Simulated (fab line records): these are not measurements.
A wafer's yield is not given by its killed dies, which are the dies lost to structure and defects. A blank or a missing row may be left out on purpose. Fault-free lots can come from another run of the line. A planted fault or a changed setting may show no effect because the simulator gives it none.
fab line records ; flow berkeley-cmos170
record lots=6; wafers=18; last-day=13
route steps=331 shown M1@244 V1@254
lots that met no fault: taken from a fault-free run of the same line
start-h: hours from the record's opening day to when the first of the lot's shown wafers began ; wait-h: how many hours have passed since the lot's step before this one ; " the same as in the row above ; L1.1+2: several wafers, shown together as one row ; - no value present, or no start provided ; * or withheld: withheld ; < > ~ a bound
route shown NAME@n: a module of which the file shows steps, and the number in the route of the first ; usual: mean and standard deviation over wafers with no fault ; same: alike in all rows ; chamber/n: place in a boat ; sites: each site's reading ; _std_site: standard deviation of those values ; _edge_site: outer sites' mean less inner sites' ; radius-mm: for every site, how far away it sits from the centre of the wafer ; mask NAME#n: copy n ; behind: the most recent tool/chamber to have shaped the wafer ; hold: why the lot was held/for how many hours/how that ended ; device: the transistor (n, p or np) that didn't switch ; end of line: at the end of the route, the tests of the same wafers ; step lacking rows: just its recipe ; killed: at the first sort, the dies lost to defects and structure; wafer yield is something else ; map: shows each die of a wafer: x if killed, . if not, _ if none is there
set.NAME: the run value of the setting; set.NAME@STEP: its run value at that earlier step ; model.NAME: the simulator's own value behind a step, which no gauge read
lots seen at some steps along the route; tables by step, rows by wafer
services: when a tool's chamber went out of use (start-h, in hours from the record's first day, below 0 if earlier), for how many hours, and the reason
## steps
# step UCB170_M1_EXPOSE_06
# recipe mask-id=METAL1; target-cd-nm=700; na=0.5; sigma-outer=0.6; source-shape=conventional; dose-mj=21
# step UCB170_M1_PEB_07
# recipe peb-temp-c=130; peb-time-s=withheld; resist=KrF
# step UCB170_M1_DEVELOP_08
# recipe developer=TMAH; develop-time-s=45; resist=KrF; dev-temp-c=21
# step UCB170_M1_CD_MEAS_09
# recipe target-cd-nm=700
# usual cd-nm=700.0/1.3
lot.wafer;tool;chamber;start-h;wait-h;cd-nm
L452.3;cd-sem-01;-;189.38;-;700.4
L452.4;cd-sem-01;-;189.38;-;700.4
L452.6;cd-sem-01;-;189.38;-;699.2
L457.1;cd-sem-01;-;230.94;-;700.5
L457.3;cd-sem-01;-;230.94;-;699.8
L457.6;cd-sem-01;-;230.94;-;700.9
L459.1;cd-sem-01;-;238.05;-;698.4
L459.4;cd-sem-01;-;238.05;-;697.2
L459.5;cd-sem-01;-;238.05;-;699.5
L461.2;cd-sem-02;-;241.01;-;700.2
L461.4;cd-sem-02;-;241.01;-;700.6
L461.5;cd-sem-02;-;241.01;-;698.8
L463.2;cd-sem-01;-;255.53;-;702.1
L463.3;cd-sem-01;-;255.53;-;700.4
L463.5;cd-sem-01;-;255.53;-;699.5
L470.1;cd-sem-01;-;285.38;-;700.6
L470.3;cd-sem-01;-;285.38;-;701.6
L470.5;cd-sem-01;-;285.38;-;701.0
# step UCB170_M1_OVL_MEAS_10
# usual M1_OVL=-2/5
lot.wafer;tool;chamber;start-h;wait-h;M1_OVL[nm]
L452.3;overlay-02;-;189.47;0.1;-6
L452.4;overlay-02;-;189.47;0.1;-4
L452.6;overlay-02;-;189.47;0.1;-3
L457.1;overlay-01;-;231.06;0.1;-4
L457.3;overlay-01;-;231.06;0.1;-5
L457.6;overlay-01;-;231.06;0.1;-5
L459.1;overlay-02;-;238.17;0.1;0
L459.4;overlay-02;-;238.17;0.1;-1
L459.5;overlay-02;-;238.17;0.1;0
L461.2;overlay-02;-;241.12;0.1;-4
L461.4;overlay-02;-;241.12;0.1;2
L461.5;overlay-02;-;241.12;0.1;-3
L463.2;overlay-01;-;255.64;0.1;-6
L463.3;overlay-01;-;255.64;0.1;0
L463.5;overlay-01;-;255.64;0.1;-1
L470.1;overlay-02;-;285.50;0.1;-1
L470.3;overlay-02;-;285.50;0.1;1
L470.5;overlay-02;-;285.50;0.1;-2
# step UCB170_M1_ETCH_11
# recipe chemistry=N2/H2; target-depth-a=withheld; overetch-a=withheld; target=BARC; time-s=withheld; source-w=500; bias-w=100; pressure-mtorr=30; n2-flow-sccm=100; h2-flow-sccm=200
# usual drypump-motor-current-A=5.8/0.46; oes-product-au=0.993/0.016; rf-fwd-power-W=494.1/1.9; throttle-valve-pct=13.28/0.16
lot.wafer;tool;chamber;start-h;wait-h;drypump-motor-current-A;oes-product-au;rf-fwd-power-W;throttle-valve-pct
L452.3;rie-diel-01;1;189.50;0.0;5.9;1.002;493.7;13.30
L452.4;rie-diel-01;3;189.50;0.0;6.2;1.009;491.5;13.36
L452.6;rie-diel-01;3;189.50;0.0;6.1;1.014;490.3;13.36
L457.1;rie-diel-01;0;231.10;0.0;5.0;0.975;493.3;13.43
L457.3;rie-diel-01;2;231.10;0.0;6.8;0.984;494.8;12.93
L457.6;rie-diel-01;2;231.10;0.0;6.8;0.979;495.2;12.93
L459.1;rie-diel-04;2;238.21;0.0;6.0;1.001;494.3;13.03
L459.4;rie-diel-04;1;238.21;0.0;5.0;1.006;493.4;13.50
L459.5;rie-diel-04;2;238.21;0.0;6.0;0.994;493.1;13.04
L461.2;rie-diel-01;0;241.15;0.0;5.1;0.972;494.1;13.45
L461.4;rie-diel-01;1;241.15;0.0;5.9;0.993;497.0;13.29
L461.5;rie-diel-01;3;241.15;0.0;6.1;1.016;496.4;13.36
L463.2;rie-diel-02;2;255.67;0.0;5.2;1.008;496.2;13.32
L463.3;rie-diel-02;3;255.67;0.0;5.5;0.980;496.1;13.43
L463.5;rie-diel-02;3;255.67;0.0;5.6;0.975;495.5;13.44
L470.1;rie-diel-04;2;285.53;0.0;5.9;1.005;492.0;13.03
L470.3;rie-diel-04;3;285.53;0.0;6.0;0.996;494.1;13.24
L470.5;rie-diel-04;3;285.53;0.0;6.0;0.999;495.4;13.26
# step UCB170_M1_METAL_ETCH_12
# recipe chemistry=Cl2/BCl3; target=Al; stop-on=PSG; pressure-mtorr=12; target-depth-a=7800; over-etch-frac=0.3; time-s=130; icp-w=600; bias-w=120; Cl2_flow_sccm=90; bcl3-flow-sccm=45
# usual drypump-motor-current-A=6.1/0.31; oes-product-au=0.854/0.013; rf-fwd-power-W=597.7/1.5; throttle-valve-pct=24.48/0.1
lot.wafer;tool;chamber;start-h;wait-h;drypump-motor-current-A;oes-product-au;rf-fwd-power-W;rf-hours-counter-h;throttle-valve-pct
L452.3;rie-metal-04;1;189.58;-;6.2;0.860;595.5;-;24.57
L452.4;rie-metal-04;0;189.58;-;5.7;0.878;600.5;-;24.52
L452.6;rie-metal-04;0;189.58;-;5.8;0.883;597.2;-;24.52
L457.1;rie-metal-02;1;231.14;-;5.7;0.850;599.2;6;24.53
L457.3;rie-metal-02;0;231.14;-;6.5;0.864;597.0;-;24.51
L457.6;rie-metal-02;1;231.14;-;5.7;0.851;597.4;-;24.52
L459.1;rie-metal-04;1;238.25;-;6.2;0.853;596.7;13;24.56
L459.4;rie-metal-04;0;238.25;-;5.7;0.871;600.6;-;24.49
L459.5;rie-metal-04;0;238.25;-;5.8;0.878;595.3;-;24.51
L461.2;rie-metal-04;0;241.19;-;5.7;0.871;597.6;14;24.52
L461.4;rie-metal-04;1;241.19;-;6.2;0.844;598.9;-;24.54
L461.5;rie-metal-04;0;241.19;-;5.7;0.869;599.5;-;24.51
L463.2;rie-metal-02;0;255.71;-;6.5;0.859;597.6;3;24.52
L463.3;rie-metal-02;0;255.71;-;6.5;0.854;598.8;-;24.52
L463.5;rie-metal-02;1;255.71;-;5.7;0.851;597.9;-;24.53
L470.1;rie-metal-03;0;285.57;-;6.3;0.869;596.1;6;24.24
L470.3;rie-metal-03;1;285.57;-;6.4;0.847;596.9;-;24.49
L470.5;rie-metal-03;0;285.57;-;6.3;0.863;597.2;-;24.26
# step UCB170_M1_STRIP_13
# recipe chemistry=O2; power-w=400; pressure-mtorr=3500; platen-temp-c=withheld; o2-flow-sccm=400; overash-fraction=0.5
# usual drypump-motor-current-A=5.6/0.54; oes-product-au=0.720/0.0047
# same overash-fraction=0.5
lot.wafer;tool;chamber;start-h;wait-h;drypump-motor-current-A;oes-product-au;rf-hours-counter-h
L452.3;plasma-asher-01;1;189.71;0.1;5.5;0.720;-
L452.4;plasma-asher-01;0;189.71;0.1;6.5;0.723;-
L452.6;plasma-asher-01;1;189.71;0.1;5.5;0.729;-
L457.1;plasma-asher-02;1;231.27;0.1;6.0;0.722;52
L457.3;plasma-asher-02;0;231.27;0.1;5.1;0.722;-
L457.6;plasma-asher-02;0;231.27;0.1;5.1;0.717;-
L459.1;plasma-asher-02;0;238.39;0.1;5.1;0.721;53
L459.4;plasma-asher-02;1;238.39;0.1;6.0;0.713;-
L459.5;plasma-asher-02;1;238.39;0.1;6.0;0.719;-
L461.2;plasma-asher-01;1;241.32;0.1;5.5;0.717;48
L461.4;plasma-asher-01;0;241.32;0.1;6.5;0.719;-
L461.5;plasma-asher-01;1;241.32;0.1;5.5;0.726;-
L463.2;plasma-asher-03;0;255.84;0.1;5.9;0.724;13
L463.3;plasma-asher-03;0;255.84;0.1;5.9;0.718;-
L463.5;plasma-asher-03;0;255.84;0.1;5.9;0.725;-
L470.1;plasma-asher-03;0;285.71;0.1;5.9;0.722;17
L470.3;plasma-asher-03;1;285.71;0.1;4.8;0.721;-
L470.5;plasma-asher-03;0;285.71;0.1;5.9;0.724;-
# step UCB170_M1_CD_MEAS_90
# recipe target-cd-nm=700
# usual cd-nm=700.7/2
lot.wafer;tool;chamber;start-h;wait-h;cd-nm
L452.3;cd-sem-01;-;189.81;0.1;702.3
L452.4;cd-sem-01;-;189.81;0.1;699.1
L452.6;cd-sem-01;-;189.81;0.1;697.4
L457.1;cd-sem-01;-;231.37;0.1;700.6
L457.3;cd-sem-01;-;231.37;0.1;701.2
L457.6;cd-sem-01;-;231.37;0.1;702.6
L459.1;cd-sem-01;-;238.49;0.1;698.5
L459.4;cd-sem-01;-;238.49;0.1;695.8
L459.5;cd-sem-01;-;238.49;0.1;697.7
L461.2;cd-sem-01;-;241.44;0.1;699.1
L461.4;cd-sem-01;-;241.44;0.1;702.0
L461.5;cd-sem-01;-;241.44;0.1;695.9
L463.2;cd-sem-01;-;255.96;0.1;702.1
L463.3;cd-sem-01;-;255.96;0.1;700.8
L463.5;cd-sem-01;-;255.96;0.1;699.9
L470.1;cd-sem-01;-;285.81;0.1;702.4
L470.3;cd-sem-01;-;285.81;0.1;702.3
L470.5;cd-sem-01;-;285.81;0.1;702.4
# step UCB170_M1_ANNEAL_14
# recipe temp-c=400; time-s=1200; ambient=forming-gas
# step UCB170_V1_CVD_00
# recipe material=SiO2; target-thk-nm=2000; temp-c=390; precursor=TEOS/O2; time-s=250; rf-w=550; pressure-mtorr=9000
# usual heater-power-w=266/51; rf-fwd-power-W=548.4/1.8
lot.wafer;tool;chamber;start-h;wait-h;heater-power-w;rf-fwd-power-W
L452.3;pecvd-02;2;191.76;0.0;295;549.8
L452.4;pecvd-02;2;191.76;0.0;203;547.1
L452.6;pecvd-02;1;191.76;0.0;205;547.2
L457.1;pecvd-02;0;232.83;0.0;355;550.1
L457.3;pecvd-02;1;232.83;0.0;233;547.3
L457.6;pecvd-02;0;232.83;0.0;259;544.9
L459.1;pecvd-04;1;239.94;0.0;292;547.6
L459.4;pecvd-04;2;239.94;0.0;247;546.0
L459.5;pecvd-04;0;239.94;0.0;209;551.7
L461.2;pecvd-03;0;243.38;0.0;250;545.5
L461.4;pecvd-03;0;243.38;0.0;180;546.7
L461.5;pecvd-03;2;243.38;0.0;289;546.0
L463.2;pecvd-04;0;257.40;0.0;257;550.1
L463.3;pecvd-04;1;257.40;0.0;305;547.4
L463.5;pecvd-04;2;257.40;0.0;233;549.3
L470.1;pecvd-04;1;288.01;0.0;311;549.1
L470.3;pecvd-04;2;288.01;0.0;248;547.3
L470.5;pecvd-04;0;288.01;0.0;279;548.0
# step UCB170_V1_THK_MEAS_01
# recipe reads=SiO2_of_V1_CVD_00
# usual V1_TEOS_THK=2005/26
lot.wafer;tool;chamber;start-h;wait-h;V1_TEOS_THK[nm]
L452.3;film-metro-03;-;191.94;0.1;1986
L452.4;film-metro-03;-;191.94;0.1;2000
L452.6;film-metro-03;-;191.94;0.1;2040
L457.1;film-metro-01;-;232.98;0.1;1999
L457.3;film-metro-01;-;232.98;0.1;2009
L457.6;film-metro-01;-;232.98;0.1;2024
L459.1;film-metro-03;-;240.09;0.1;1960
L459.4;film-metro-03;-;240.09;0.1;2009
L459.5;film-metro-03;-;240.09;0.1;2006
L461.2;film-metro-03;-;243.54;0.1;1978
L461.4;film-metro-03;-;243.54;0.1;2041
L461.5;film-metro-03;-;243.54;0.1;2041
L463.2;film-metro-03;-;257.56;0.1;1989
L463.3;film-metro-03;-;257.56;0.1;2002
L463.5;film-metro-03;-;257.56;0.1;2022
L470.1;film-metro-01;-;288.16;0.1;1957
L470.3;film-metro-01;-;288.16;0.1;1936
L470.5;film-metro-01;-;288.16;0.1;1987
# step UCB170_V1_CMP_02
# recipe material=SiO2; down-force-psi=6; platen-rpm=60; pad-velocity-m-s=0.75398
# usual head-pressure-psi=6.000/0.014; motor-current-A=15.5/1.2; slurry-flow-ml-min=150.0/0.48
lot.wafer;tool;chamber;start-h;wait-h;head-pressure-psi;motor-current-A;slurry-flow-ml-min;model.SiO2_of_V1_CVD_00.thk-nm
L452.4;cmp-02;2;192.08;0.1;5.998;16.0;150.0;999
L452.3;cmp-02;3;192.08;0.1;5.985;17.4;150.0;999.8
L452.6;cmp-02;0;192.08;0.1;5.995;14.3;148.9;999.8
L457.1;cmp-01;3;233.14;0.1;5.990;14.4;150.6;999.8
L457.3;cmp-01;0;233.14;0.1;5.995;15.1;150.5;998.6
L457.6;cmp-01;1;233.14;0.1;5.998;17.2;149.6;999.9
L459.1;cmp-02;3;240.20;0.1;5.986;17.1;149.4;999.5
L459.4;cmp-02;1;240.20;0.1;5.992;14.4;149.8;999.7
L459.5;cmp-02;3;240.20;0.1;5.999;16.7;150.0;1000
L461.2;cmp-01;3;243.64;0.1;5.994;14.4;150.7;1250
L461.4;cmp-01;1;243.64;0.1;6.007;17.4;150.5;1251
L461.5;cmp-01;3;243.64;0.1;6.028;14.2;150.3;1250
L463.2;cmp-01;2;257.61;0.0;5.998;16.8;149.3;1252
L463.3;cmp-01;0;257.61;0.0;5.997;15.6;150.3;1253
L463.5;cmp-01;2;257.61;0.0;6.008;15.4;150.0;1251
L470.3;cmp-02;0;288.27;0.1;6.008;14.6;149.5;1001
L470.1;cmp-02;2;288.27;0.1;6.005;16.1;150.4;1000
L470.5;cmp-02;3;288.27;0.1;6.007;16.8;149.8;1001
# step UCB170_V1_BOW_MEAS_03
# recipe mode=bow
# usual V1_BOW=18/6.9
lot.wafer;tool;chamber;start-h;wait-h;V1_BOW[um]
L452.3;film-metro-03;-;192.32;0.1;26
L452.4;film-metro-03;-;192.32;0.1;31
L452.6;film-metro-03;-;192.32;0.1;21
L457.1;film-metro-04;-;233.34;0.1;17
L457.3;film-metro-04;-;233.34;0.1;16
L457.6;film-metro-04;-;233.34;0.1;26
L459.1;film-metro-04;-;240.45;0.2;12
L459.4;film-metro-04;-;240.45;0.2;24
L459.5;film-metro-04;-;240.45;0.2;19
L461.2;film-metro-01;-;243.91;0.2;25
L461.4;film-metro-01;-;243.91;0.2;18
L461.5;film-metro-01;-;243.91;0.2;6
L463.2;film-metro-01;-;257.93;0.3;19
L463.3;film-metro-01;-;257.93;0.3;22
L463.5;film-metro-01;-;257.93;0.3;33
L470.1;film-metro-01;-;288.52;0.1;32
L470.3;film-metro-01;-;288.52;0.1;18
L470.5;film-metro-01;-;288.52;0.1;12
# step UCB170_V1_THK_MEAS_04
# recipe reads=SiO2_of_V1_CVD_00
# usual V1_POLISHED_THK=1000.1/1.1
lot.wafer;tool;chamber;start-h;wait-h;V1_POLISHED_THK[nm]
L452.3;film-metro-03;-;192.42;0.1;1000.8
L452.4;film-metro-03;-;192.42;0.1;999.5
L452.6;film-metro-03;-;192.42;0.1;999.8
L457.1;film-metro-04;-;233.46;0.1;999.6
L457.3;film-metro-04;-;233.46;0.1;998.2
L457.6;film-metro-04;-;233.46;0.1;1000.0
L459.1;film-metro-04;-;240.57;0.1;999.3
L459.4;film-metro-04;-;240.57;0.1;999.2
L459.5;film-metro-04;-;240.57;0.1;1000.7
L461.2;film-metro-01;-;244.02;0.1;1249.2
L461.4;film-metro-01;-;244.02;0.1;1251.4
L461.5;film-metro-01;-;244.02;0.1;1249.7
L463.2;film-metro-01;-;258.04;0.1;1252.0
L463.3;film-metro-01;-;258.04;0.1;1253.6
L463.5;film-metro-01;-;258.04;0.1;1250.0
L470.1;film-metro-01;-;288.64;0.1;1000.8
L470.3;film-metro-01;-;288.64;0.1;1001.4
L470.5;film-metro-01;-;288.64;0.1;1001.6
# step UCB170_V1_CLEAN_05
# recipe chemistry=DIW
# step UCB170_V1_HMDS_06
# recipe prime-time-s=60; prime-temp-c=100
# step UCB170_V1_COAT_07
# recipe resist=KrF; spin-rpm=1500; resist-thk-nm=900
# step UCB170_V1_SOFTBAKE_08
# recipe resist=KrF; temp-c=130; time-s=60
# step UCB170_V1_EXPOSE_09
# recipe mask-id=VIA1; target-cd-nm=700; na=0.5; sigma-outer=0.6; source-shape=conventional; dose-mj=37
# step UCB170_V1_PEB_10
# recipe peb-temp-c=130; peb-time-s=withheld; resist=KrF
# step UCB170_V1_DEVELOP_11
# recipe developer=TMAH; develop-time-s=45; resist=KrF; dev-temp-c=21
# step UCB170_V1_CD_MEAS_12
# recipe target-cd-nm=700
# usual cd-nm=700.1/1.1
lot.wafer;tool;chamber;start-h;wait-h;cd-nm
L452.3;cd-sem-01;-;194.48;-;700.4
L452.4;cd-sem-01;-;194.48;-;699.0
L452.6;cd-sem-01;-;194.48;-;700.7
L457.1;cd-sem-02;-;237.33;-;702.5
L457.3;cd-sem-02;-;237.33;-;702.1
L457.6;cd-sem-02;-;237.33;-;701.6
L459.1;cd-sem-02;-;245.06;-;700.4
L459.4;cd-sem-02;-;245.06;-;700.5
L459.5;cd-sem-02;-;245.06;-;700.2
L461.2;cd-sem-02;-;246.55;-;698.9
L461.4;cd-sem-02;-;246.55;-;700.4
L461.5;cd-sem-02;-;246.55;-;700.4
L463.2;cd-sem-02;-;260.49;-;701.5
L463.3;cd-sem-02;-;260.49;-;702.0
L463.5;cd-sem-02;-;260.49;-;699.9
L470.1;cd-sem-01;-;290.56;-;700.2
L470.3;cd-sem-01;-;290.56;-;699.7
L470.5;cd-sem-01;-;290.56;-;701.1
# step UCB170_V1_OVL_MEAS_13
# usual V1_OVL=4/4.8
lot.wafer;tool;chamber;start-h;wait-h;V1_OVL[nm]
L452.3;overlay-02;-;194.57;0.1;0
L452.4;overlay-02;-;194.57;0.1;-3
L452.6;overlay-02;-;194.57;0.1;-1
L457.1;overlay-01;-;237.45;0.1;-3
L457.3;overlay-01;-;237.45;0.1;-1
L457.6;overlay-01;-;237.45;0.1;-2
L459.1;overlay-02;-;245.18;0.1;5
L459.4;overlay-02;-;245.18;0.1;9
L459.5;overlay-02;-;245.18;0.1;4
L461.2;overlay-02;-;246.65;0.1;5
L461.4;overlay-02;-;246.65;0.1;0
L461.5;overlay-02;-;246.65;0.1;9
L463.2;overlay-02;-;260.60;0.1;5
L463.3;overlay-02;-;260.60;0.1;2
L463.5;overlay-02;-;260.60;0.1;4
L470.1;overlay-02;-;290.68;0.1;6
L470.3;overlay-02;-;290.68;0.1;5
L470.5;overlay-02;-;290.68;0.1;10
# step UCB170_V1_ETCH_14
# recipe chemistry=CHF3/CF4/Ar; target=SiO2; stop-on=Al; CHF3_flow_sccm=45; cf4-flow-sccm=15; Ar_flow_sccm=150; pressure-mtorr=200; rf-w=700; target-depth-a=12500; over-etch-frac=0.25; time-s=291
# usual drypump-motor-current-A=5.8/0.44; oes-product-au=0.870/0.0098; rf-fwd-power-W=698.3/2; throttle-valve-pct=6.91/0.093
lot.wafer;tool;chamber;start-h;wait-h;drypump-motor-current-A;oes-product-au;rf-fwd-power-W;rf-hours-counter-h;throttle-valve-pct;model.etch.depth-nm;model.V1.feature-depth-nm
L452.3;rie-diel-03;2;194.60;0.0;5.6;0.872;700.0;18;6.78;999.8;1000
L452.4;rie-diel-03;2;194.60;0.0;5.7;0.871;699.2;-;6.78;999;999.4
L452.6;rie-diel-03;3;194.60;0.0;6.3;0.870;698.9;-;6.93;999.8;999.8
L457.1;rie-diel-03;3;237.49;0.0;6.3;0.870;697.3;5;6.95;999.8;999.8
L457.3;rie-diel-03;2;237.49;0.0;5.7;0.871;699.7;20;6.80;998.6;998.9
L457.6;rie-diel-03;2;237.49;0.0;5.7;0.867;697.3;-;6.78;999.9;1000
L459.1;rie-diel-03;1;245.21;0.0;6.5;0.875;699.8;39;6.84;999.5;999.5
L459.4;rie-diel-03;2;245.21;0.0;5.6;0.867;701.6;20;6.78;999.7;1000
L459.5;rie-diel-03;3;245.21;0.0;6.3;0.865;701.1;-;6.94;1000;1000
L461.2;rie-diel-03;0;246.68;0.0;5.4;0.996;697.0;135;6.89;1250;1250
L461.4;rie-diel-03;3;246.68;0.0;6.3;0.981;701.4;6;6.95;1251;1251
L461.5;rie-diel-03;3;246.68;0.0;6.3;0.986;699.2;-;6.95;1250;1250
L463.2;rie-diel-03;0;260.63;0.0;5.4;1.005;698.4;136;6.89;1252;1252
L463.3;rie-diel-03;2;260.63;0.0;5.7;0.988;694.5;21;6.77;1253;1253
L463.5;rie-diel-03;3;260.63;0.0;6.3;0.985;698.6;-;6.95;1251;1251
L470.1;rie-diel-04;3;290.72;0.0;6.0;0.863;696.3;2;6.91;1000;1000
L470.3;rie-diel-04;0;290.72;0.0;5.4;0.879;697.2;97;7.00;1001;1001
L470.5;rie-diel-04;1;290.72;0.0;5.1;0.887;697.3;-;7.05;1001;1001
# step UCB170_V1_STRIP_15
# recipe chemistry=O2; power-w=400; pressure-mtorr=3500; platen-temp-c=withheld; o2-flow-sccm=400; overash-fraction=0.5
# usual drypump-motor-current-A=5.4/0.58; oes-product-au=0.722/0.0043; strip-time-to-endpoint-s=15.26/0.09
# same overash-fraction=0.5
lot.wafer;tool;chamber;start-h;wait-h;drypump-motor-current-A;oes-product-au;rf-hours-counter-h;strip-time-to-endpoint-s
L452.3;plasma-asher-04;0;194.81;0.1;6.0;0.725;-;15.26
L452.4;plasma-asher-04;1;194.81;0.1;4.7;0.722;-;15.16
L452.6;plasma-asher-04;1;194.81;0.1;4.7;0.716;-;15.21
L457.1;plasma-asher-03;0;237.66;0.1;5.9;0.721;11;15.25
L457.3;plasma-asher-03;0;237.66;0.1;5.9;0.728;-;15.22
L457.6;plasma-asher-03;0;237.66;0.1;5.9;0.718;-;15.18
L459.1;plasma-asher-02;0;245.39;0.1;5.1;0.723;53;15.31
L459.4;plasma-asher-02;0;245.39;0.1;5.1;0.723;-;15.08
L459.5;plasma-asher-02;0;245.39;0.1;5.1;0.712;-;15.21
L461.2;plasma-asher-02;1;246.86;0.1;6.0;0.718;54;15.10
L461.4;plasma-asher-02;0;246.86;0.1;5.1;0.723;-;15.21
L461.5;plasma-asher-02;0;246.86;0.1;5.2;0.724;-;15.23
L463.2;plasma-asher-03;1;260.80;0.1;4.9;0.724;14;15.14
L463.3;plasma-asher-03;0;260.80;0.1;5.9;0.720;-;15.11
L463.5;plasma-asher-03;1;260.80;0.1;4.8;0.721;-;15.24
L470.1;plasma-asher-02;0;290.90;0.1;5.1;0.726;59;15.26
L470.3;plasma-asher-02;0;290.90;0.1;5.1;0.719;-;15.27
L470.5;plasma-asher-02;1;290.90;0.1;6.0;0.718;-;15.14
## services
tool;chamber;start-h;hours;kind
pecvd-04;2;176.26;4.6;repair
pecvd-03;-;178.40;0.7;repair
rie-diel-03;1;179.15;15.9;repair
rie-diel-04;0;179.73;16.7;repair
pecvd-03;0;180.05;4.0;repair
rie-diel-04;3;195.17;5.8;repair
rie-diel-04;2;200.18;10.8;repair
cmp-02;-;204.39;8.2;repair
pecvd-04;1;207.98;10.7;repair
rie-metal-02;0;214.57;6.6;repair
pecvd-03;-;217.88;6.0;pm
plasma-asher-03;-;228.49;5.8;repair
cmp-02;-;232.08;4.0;pm
plasma-asher-04;-;233.75;0.6;repair
pecvd-04;-;242.50;14.0;pm
rie-diel-04;-;243.96;3.2;repair
plasma-asher-04;-;249.31;12.7;repair
rie-metal-03;-;261.07;0.2;repair
rie-diel-03;2;267.16;10.2;repair
rie-metal-03;-;267.99;1.4;pm
rie-diel-03;0;277.32;-;clean
cmp-02;-;281.88;0.7;repair
rie-diel-02;-;282.56;4.3;pm
plasma-asher-04;-;290.43;3.0;repair
## key
first-sign step=UCB170_V1_THK_MEAS_04; reading=V1_POLISHED_THK; direction=up; sigmas=99+; usual=1000.1; struck=1251.0
effect step=UCB170_V1_ETCH_14; reading=oes-product-au; direction=up; sigmas=12; usual=0.870; struck=0.990
model-effect step=UCB170_V1_CMP_02; value=SiO2_of_V1_CVD_00.thk-nm; without=1001; struck=1251
model-effect step=UCB170_V1_ETCH_14; value=etch.depth-nm; without=1001; struck=1251
met-at UCB170_V1_CMP_02
struck-wafers L461.2,L461.4,L461.5,L463.2,L463.3,L463.5
later-rows-left-out L461.4,L461.5
sort-left-out L461.2,L461.4,L461.5,L463.2,L463.3,L463.5
onset-between 233.14 243.64
fault kind=process-parameter-drift; tool=cmp-01; chamber=-; onset-h=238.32; steps=UCB170_V1_CMP_02; channel=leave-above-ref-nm; offset=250; shape=step; end-h=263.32; acts-in=these-recipes-only; stated=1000
# sort-left-out: the simulated sort isn't trusted on such a fault, so these wafers' sort isn't shown, and their yield isn't known
# later-rows-left-out: the simulator's readings of these wafers behind a module that went badly wrong aren't trusted and aren't shown, but for the sort
